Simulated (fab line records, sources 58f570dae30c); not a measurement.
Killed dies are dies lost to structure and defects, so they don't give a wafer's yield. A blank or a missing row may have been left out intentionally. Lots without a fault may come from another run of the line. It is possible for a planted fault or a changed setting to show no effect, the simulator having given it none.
Problem report, 8D (eight disciplines) form, completed by code + flow berkeley_cmos170 + the parts of the form that need people (team, actions taken, sign-off) are left out

== 1. PROBLEM STATEMENT ==
Across 9 wafers from 3 lots, FIELD_OXIDE_THK at UCB170_FIELD_THK_MEAS_02 averages 459 nm, while fault-free wafers read 552 nm with a standard deviation of 11. Relative to the usual mean, that is a shift of -8.5 standard deviations.
Earliest sighting: wafer L435.3 on film_metro-02 at day 8 01:07. The record has a number at this step for 42 wafers belonging to 14 lots. The rule behind "out" and "out of limits": a value lying over 4 standard deviations away from the usual mean. All remaining wafers that have a number are taken as sound.

== 2. WHAT IT IS AND WHAT IT IS NOT ==
| question                    | is                                          | is not                                                              |
|-----------------------------|---------------------------------------------|---------------------------------------------------------------------|
| which readings at this step | FIELD_OXIDE_THK                             | -                                                                   |
| which lots                  | L435, L436, L437                            | L422, L424, L425, L427, L429, L430, L431, L432, L433, L434, L445    |
| which wafers of those lots  | all that have a number                      | -                                                                   |
| read on which gauges        | film_metro-01, film_metro-02, film_metro-03 | -                                                                   |
| when                        | from day 8 01:07                            | up to then (30 sound wafers); but 3 sound wafers of L445 came after |

== 3. WHAT RULES OUT EACH SUSPECT ==
Counting: any tool at a process step up to the reading is kept as a suspect provided that every lot that is out went through it and no sound lot did after the first of them.
- the gauge at UCB170_FIELD_THK_MEAS_02 has been ruled out. 3 gauges (film_metro-01, film_metro-02, film_metro-03) read the wafers that are out.
- furnace-02 at UCB170_FIELD_OXIDATION_01 (target thk 558.3 nm, ox time 7200 s): kept. It processed each lot that is out, first L435 at day 7 22:05, and no sound lot thereafter; up to then, the last sound lot it processed was L432 at day 7 10:48. On those wafers its own readings are out: spike_tc_centre_C, spike_tc_load_C, spike_tc_source_C, tube_center_temp_C, tube_center_temp_C_max.
Remaining after the count: furnace-02 at UCB170_FIELD_OXIDATION_01.

== 4. THE CAUSE (what the simulator had put in) ==
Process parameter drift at UCB170_FIELD_OXIDATION_01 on furnace-02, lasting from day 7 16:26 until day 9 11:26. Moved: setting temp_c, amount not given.
This tool alone remained once counting was done.

== 5. THE EFFECT CHAIN, in route order ==
Rows list readings where the struck wafers' mean (over those with a number) sits beyond 3 standard deviations from the usual. Scope: only readings with a usual standard deviation given in the record; hours: median across lots of the time from each lot's start at the first step in this table that gives one to its start at this step; sigmas: change in usual standard deviations.
| hours | step                      | reading                | usual    | on struck wafers | change | sigmas      |
|-------|---------------------------|------------------------|----------|------------------|--------|-------------|
| 0     | UCB170_FIELD_OXIDATION_01 | spike_tc_centre_C      | 1003.6 C | 979.1            | -24.5  | -15         |
| 0     | UCB170_FIELD_OXIDATION_01 | spike_tc_load_C        | 1022.7 C | 996.7            | -26.0  | -14         |
| 0     | UCB170_FIELD_OXIDATION_01 | spike_tc_source_C      | 1023.1 C | 996.0            | -27.1  | -10         |
| 0     | UCB170_FIELD_OXIDATION_01 | tube_center_temp_C     | 1000 C   | 975              | -25    | -99 or more |
| 0     | UCB170_FIELD_OXIDATION_01 | tube_center_temp_C_max | 1002.5   | 977.6            | -24.9  | -55         |
| 3     | UCB170_FIELD_THK_MEAS_02  | FIELD_OXIDE_THK        | 552 nm   | 459              | -93    | -8.5        |
| 10    | UCB170_FIELD_THK_MEAS_90  | FIELD_OXIDE_LEFT_1_THK | 436 nm   | 342              | -94    | -8.5        |
| 32    | UCB170_FIELD_THK_MEAS_91  | FIELD_OXIDE_LEFT_2_THK | 347 nm   | 254              | -93    | -8.5        |
Process steps it contains:
- UCB170_FIELD_OXIDATION_01: target thk 558.3 nm, ox time 7200 s.

== 6. HOW IT WOULD HAVE BEEN CAUGHT EARLIER ==
9 hours passed between the start of the fault at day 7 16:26 and the first reading out of limits at a measuring or inspecting step in this record, taken at day 8 01:07.
At UCB170_FIELD_OXIDATION_01, the tool's own readings (spike_tc_centre_C, spike_tc_load_C, spike_tc_source_C, tube_center_temp_C, tube_center_temp_C_max) were out on each struck wafer the step has a row for, so an alarm limit on them would have fired on the first such wafer.
Among the 3 lots that are out, L437 began UCB170_FIELD_OXIDATION_01 on furnace-02 after day 8 01:07. Putting the tool on hold at that point would have spared it.
